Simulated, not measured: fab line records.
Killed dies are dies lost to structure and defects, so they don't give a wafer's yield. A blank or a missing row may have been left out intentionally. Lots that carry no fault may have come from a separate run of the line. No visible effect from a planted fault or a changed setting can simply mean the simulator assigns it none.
Struck lot and sound lot, side by side	flow ritCmos	20 steps out of a route of 202
Sound: wafers L851.1, L851.3, L851.5. Wafers struck: L860.1, L860.3, L860.6. At the end, the cause is stated.
Per side, at each step with rows, come the tool, then ch with its chambers, and then its first start. Under that, the readings that differ: sound wafers	struck wafers	difference of the means	sigmas: that difference in standard deviations of wafers without a fault.
alike: readings whose means differ by less than 2 such deviations, and words and numbers that are the same on both sides. not compared: withheld readings, readings that some wafer has no value for, bounds like >300 that may hide the same value, and numbers for which the record gives no deviation and whose values overlap.
Wherever a step has rows on one side only, a row that says differs or no value, or a row with sigmas, the two part there. Numbers that don't overlap but have no deviation are shown without sigmas and don't part them. A reading missing from all wafers of one side parts the sides only when that side holds two or more wafers.

first, 2 steps without rows for these wafers: RIT_NWELL_HARDBAKE_07 (time 120 s); RIT_NWELL_IMPLANT_08.
RIT_NWELL_STRIP_09: strips in O2, time 180 s.
  sound on plasmaAsher-04 ch 0, day 2 03:20; struck on plasmaAsher-04 ch 0,1, day 3 23:45
  alike: drypumpMotorCurrentA, rfReflPowerW
  not compared: rfHoursCounterH
RIT_NWELL_TW_MEAS_10:
  sound: filmMetro-04 at day 2 03:31; struck: filmMetro-01 at day 3 23:56
  alike: NWELL_TW
then, 6 steps without rows for these wafers: RIT_PWELL_HMDS_00 (prime time 60 s); RIT_PWELL_COAT_01 (resist thk 1300 nm); RIT_PWELL_SOFTBAKE_02 (time 60 s); RIT_PWELL_EXPOSE_03 (exposes mask M3, target cd 43700 nm); RIT_PWELL_PEB_04; RIT_PWELL_DEVELOP_05 (develop time 68 s).
RIT_PWELL_OVL_MEAS_06:
  sound: overlay-01 at day 2 04:27; struck: overlay-02 at day 4 00:59
  alike: PWELL_OVL
then, 1 step without rows for these wafers: RIT_PWELL_HARDBAKE_07 (time 120 s).
RIT_PWELL_IMPLANT_08:
  sound on implanter-01 ch 0, day 2 04:47; struck on implanter-04 ch 0, day 4 01:17
reading	sound	struck	difference	sigmas
implantIonAmu	11 11 11	49 49 49	+38	
model.implant.rpNm (nm)	484.3 484.3 484.3	122.7 122.7 122.7	-361.6	
model.implant.drpNm (nm)	102.9 102.9 102.9	49.91 49.91 49.91	-52.99	
RIT_PWELL_STRIP_09: strips in O2, time 180 s.
  sound on plasmaAsher-03 ch 0,1, day 2 04:56; struck on plasmaAsher-03 ch 1, day 4 01:26
  alike: drypumpMotorCurrentA, rfReflPowerW
  not compared: rfHoursCounterH
RIT_PWELL_TW_MEAS_10:
  sound: filmMetro-02 at day 2 05:06; struck: filmMetro-02 at day 4 01:36
reading	sound	struck	difference	sigmas
PWELL_TW	946 941 947	1869 1874 1874	+928	+98
then, 1 step without rows for these wafers: RIT_WELLDRIVE_ANNEAL_00 (time 14700 s).
RIT_WELLDRIVE_RS_MEAS_01: uses a four-point probe to measure.
  sound: filmMetro-01 at day 2 10:15; struck: filmMetro-02 at day 4 09:19
  alike: NWELL_RS
RIT_WELLDRIVE_RS_MEAS_02: uses a four-point probe to measure.
  sound: filmMetro-01 at day 2 10:22; struck: filmMetro-02 at day 4 09:26
reading	sound	struck	difference	sigmas
PWELL_RS (ohm/sq)	431.9 430.9 431.6	464.2 462.0 464.9	+32.2	+23
then, 1 step without rows for these wafers: RIT_NRETRO_HMDS_00 (prime time 60 s).
RIT_M1_PROBE_99:
  the record has rows for the struck wafers here (prober-02, day 5 15:23) and none for the sound ones

== WHERE THEY PART ==
Last at RIT_M1_PROBE_99 as far as this record goes, first at RIT_PWELL_TW_MEAS_10.

WHY: what had been put in by the simulator
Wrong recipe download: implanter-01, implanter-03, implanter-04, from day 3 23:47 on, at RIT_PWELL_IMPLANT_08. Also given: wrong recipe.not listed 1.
